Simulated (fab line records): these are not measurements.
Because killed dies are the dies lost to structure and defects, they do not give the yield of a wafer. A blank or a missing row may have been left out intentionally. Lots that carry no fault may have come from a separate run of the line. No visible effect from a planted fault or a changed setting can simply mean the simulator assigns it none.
The tool behind it: which one? :: flow ritCmos :: 15 lots, 45 wafers sampled, at 2 steps of a route of 202

WHAT THE GAUGES READ, wafer by wafer
RIT_M1_CD_MEAS_90: the cd target is 2600 nm.
lot: L851
measured: day 3 10:18
on: cdSem-02
cdNm (nm): 2599.6 2600.0 2601.5

lot: L858
measured: day 4 18:41
on: cdSem-02
cdNm (nm): - - -

lot: L859
measured: day 5 01:11
on: cdSem-02
cdNm (nm): - - -

lot: L860
measured: day 5 09:43
on: cdSem-02
cdNm (nm): - - -

lot: L864
measured: day 6 00:37
on: cdSem-02
cdNm (nm): 2604.5 2602.2 2604.1

lot: L865
measured: day 6 06:39
on: cdSem-02
cdNm (nm): 2604.1 2603.5 2598.6

lot: L866
measured: day 6 13:25
on: cdSem-02
cdNm (nm): 2598.0 2599.3 2595.6

lot: L867
measured: day 6 17:05
on: cdSem-01
cdNm (nm): 2601.5 2600.0 2601.6

lot: L868
measured: day 6 20:50
on: cdSem-02
cdNm (nm): 2602.1 2600.7 2599.5

lot: L869
measured: day 7 00:54
on: cdSem-01
cdNm (nm): 2599.8 2602.7 2602.8

lot: L870
measured: day 7 08:50
on: cdSem-02
cdNm (nm): 2598.2 2599.8 2597.9

lot: L871
measured: day 7 12:48
on: cdSem-02
cdNm (nm): 2601.1 2603.8 2605.3

lot: L872
measured: day 7 17:47
on: cdSem-01
cdNm (nm): 2600.8 2600.2 2601.1

lot: L873
measured: day 7 23:22
on: cdSem-02
cdNm (nm): 2605.9 2605.7 2608.6

lot: L874
measured: day 8 03:27
on: cdSem-02
cdNm (nm): 2597.4 2598.3 2592.8

EACH LOT AND THE TOOL THAT RAN IT (in order: tool; ch and the chambers of the sampled wafers; start)
lot: L851
RIT_M1_METAL_ETCH_12: rieMetal-04 ch 0,1, day 3 09:46

lot: L858
RIT_M1_METAL_ETCH_12: rieMetal-01 ch 0, day 4 18:10

lot: L859
RIT_M1_METAL_ETCH_12: rieMetal-03 ch 0,1, day 5 00:38

lot: L860
RIT_M1_METAL_ETCH_12: rieMetal-04 ch 0,1, day 5 09:11

lot: L864
RIT_M1_METAL_ETCH_12: rieMetal-01 ch 1, day 6 00:06

lot: L865
RIT_M1_METAL_ETCH_12: rieMetal-03 ch 0,1, day 6 06:08

lot: L866
RIT_M1_METAL_ETCH_12: rieMetal-04 ch 0,1, day 6 12:52

lot: L867
RIT_M1_METAL_ETCH_12: rieMetal-01 ch 0,1, day 6 16:33

lot: L868
RIT_M1_METAL_ETCH_12: rieMetal-03 ch 0,1, day 6 20:20

lot: L869
RIT_M1_METAL_ETCH_12: rieMetal-01 ch 0, day 7 00:13

lot: L870
RIT_M1_METAL_ETCH_12: rieMetal-03 ch 0,1, day 7 08:18

lot: L871
RIT_M1_METAL_ETCH_12: rieMetal-04 ch 0,1, day 7 12:16

lot: L872
RIT_M1_METAL_ETCH_12: rieMetal-01 ch 0,1, day 7 17:16

lot: L873
RIT_M1_METAL_ETCH_12: rieMetal-03 ch 0,1, day 7 22:49

lot: L874
RIT_M1_METAL_ETCH_12: rieMetal-04 ch 0,1, day 8 02:57
- RIT_M1_METAL_ETCH_12: etches Al in Cl2/BCl3, stops on SiO2, time 165 s, target depth 600 nm.

WHAT THE TOOLS THEMSELVES READ (means of the sampled wafers that have a number; where no wafer has one, the mark that the record gives instead)
RIT_M1_METAL_ETCH_12.
lot: L851
tool: rieMetal-04
bcl3FlowSccm (sccm): 49.96
chamberPressureMTorr (mTorr): 99.96
drypumpMotorCurrentA (A): 5.7
oesProductAu (a.u.): 0.764
throttleValvePct (%): 8.28

lot: L858
tool: rieMetal-01
bcl3FlowSccm (sccm): -
chamberPressureMTorr (mTorr): -
drypumpMotorCurrentA (A): -
oesProductAu (a.u.): -
throttleValvePct (%): -

lot: L859
tool: rieMetal-03
bcl3FlowSccm (sccm): -
chamberPressureMTorr (mTorr): -
drypumpMotorCurrentA (A): -
oesProductAu (a.u.): -
throttleValvePct (%): -

lot: L860
tool: rieMetal-04
bcl3FlowSccm (sccm): -
chamberPressureMTorr (mTorr): -
drypumpMotorCurrentA (A): -
oesProductAu (a.u.): -
throttleValvePct (%): -

lot: L864
tool: rieMetal-01
bcl3FlowSccm (sccm): 50.20
chamberPressureMTorr (mTorr): 99.96
drypumpMotorCurrentA (A): 5.0
oesProductAu (a.u.): 0.784
throttleValvePct (%): 8.28

lot: L865
tool: rieMetal-03
bcl3FlowSccm (sccm): 49.99
chamberPressureMTorr (mTorr): 100.07
drypumpMotorCurrentA (A): 5.6
oesProductAu (a.u.): 0.780
throttleValvePct (%): 8.22

lot: L866
tool: rieMetal-04
bcl3FlowSccm (sccm): 49.91
chamberPressureMTorr (mTorr): 100.10
drypumpMotorCurrentA (A): 5.7
oesProductAu (a.u.): 0.774
throttleValvePct (%): 8.28

lot: L867
tool: rieMetal-01
bcl3FlowSccm (sccm): 50.06
chamberPressureMTorr (mTorr): 99.94
drypumpMotorCurrentA (A): 5.4
oesProductAu (a.u.): 0.794
throttleValvePct (%): 8.35

lot: L868
tool: rieMetal-03
bcl3FlowSccm (sccm): 50.11
chamberPressureMTorr (mTorr): 100.05
drypumpMotorCurrentA (A): 5.6
oesProductAu (a.u.): 0.791
throttleValvePct (%): 8.22

lot: L869
tool: rieMetal-01
bcl3FlowSccm (sccm): 49.95
chamberPressureMTorr (mTorr): 99.98
drypumpMotorCurrentA (A): 6.0
oesProductAu (a.u.): 0.791
throttleValvePct (%): 8.48

lot: L870
tool: rieMetal-03
bcl3FlowSccm (sccm): 49.94
chamberPressureMTorr (mTorr): 99.99
drypumpMotorCurrentA (A): 5.8
oesProductAu (a.u.): 0.791
throttleValvePct (%): 8.29

lot: L871
tool: rieMetal-04
bcl3FlowSccm (sccm): 49.88
chamberPressureMTorr (mTorr): 100.03
drypumpMotorCurrentA (A): 5.7
oesProductAu (a.u.): 0.801
throttleValvePct (%): 8.29

lot: L872
tool: rieMetal-01
bcl3FlowSccm (sccm): 50.06
chamberPressureMTorr (mTorr): 100.14
drypumpMotorCurrentA (A): 5.7
oesProductAu (a.u.): 0.789
throttleValvePct (%): 8.42

lot: L873
tool: rieMetal-03
bcl3FlowSccm (sccm): 50.01
chamberPressureMTorr (mTorr): 100.03
drypumpMotorCurrentA (A): 5.6
oesProductAu (a.u.): 0.781
throttleValvePct (%): 8.22

lot: L874
tool: rieMetal-04
bcl3FlowSccm (sccm): 50.11
chamberPressureMTorr (mTorr): 100.01
drypumpMotorCurrentA (A): 5.7
oesProductAu (a.u.): 0.796
throttleValvePct (%): 8.27

THE ANSWER, worked out from the rows above alone
Rule: the usual values come from the lots themselves. Put in order of their means at a reading, lots are off if they are a third of the lots or fewer, leave a main group of 4 or more, and stand apart from it by a gap of 3 or more times the standard deviation of the main group's means; of several such gaps the widest counts. A main group whose means are all the same, to the digits that the tables above print for the reading, isn't used. Also off: a lot with no number at a reading for which 4 or more lots have one. All remaining lots with rows at the step are treated as sound. Order of review: gauges by route order, followed by the tools' own readings, for which a lot's mean as printed above is used. At the first step where some lot is off, the reading lying furthest off is the one used; lots without a number count as furthest.
Off at RIT_M1_CD_MEAS_90 (cdNm): L858, L859, L860. Without a number there: L858, L859, L860. Main group: mean 2601.1 nm, sd 2.7.
A tool fits if, at a process step before that reading, it ran every lot that is off, and no sound lot after the first of them. The gauges at RIT_M1_CD_MEAS_90 aren't tried: what is off there is off at RIT_M1_METAL_ETCH_12 too, on other tools, and a gauge's error can't cause that. Of those tried, none fits.

WHAT WAS PUT IN BY THE SIMULATOR
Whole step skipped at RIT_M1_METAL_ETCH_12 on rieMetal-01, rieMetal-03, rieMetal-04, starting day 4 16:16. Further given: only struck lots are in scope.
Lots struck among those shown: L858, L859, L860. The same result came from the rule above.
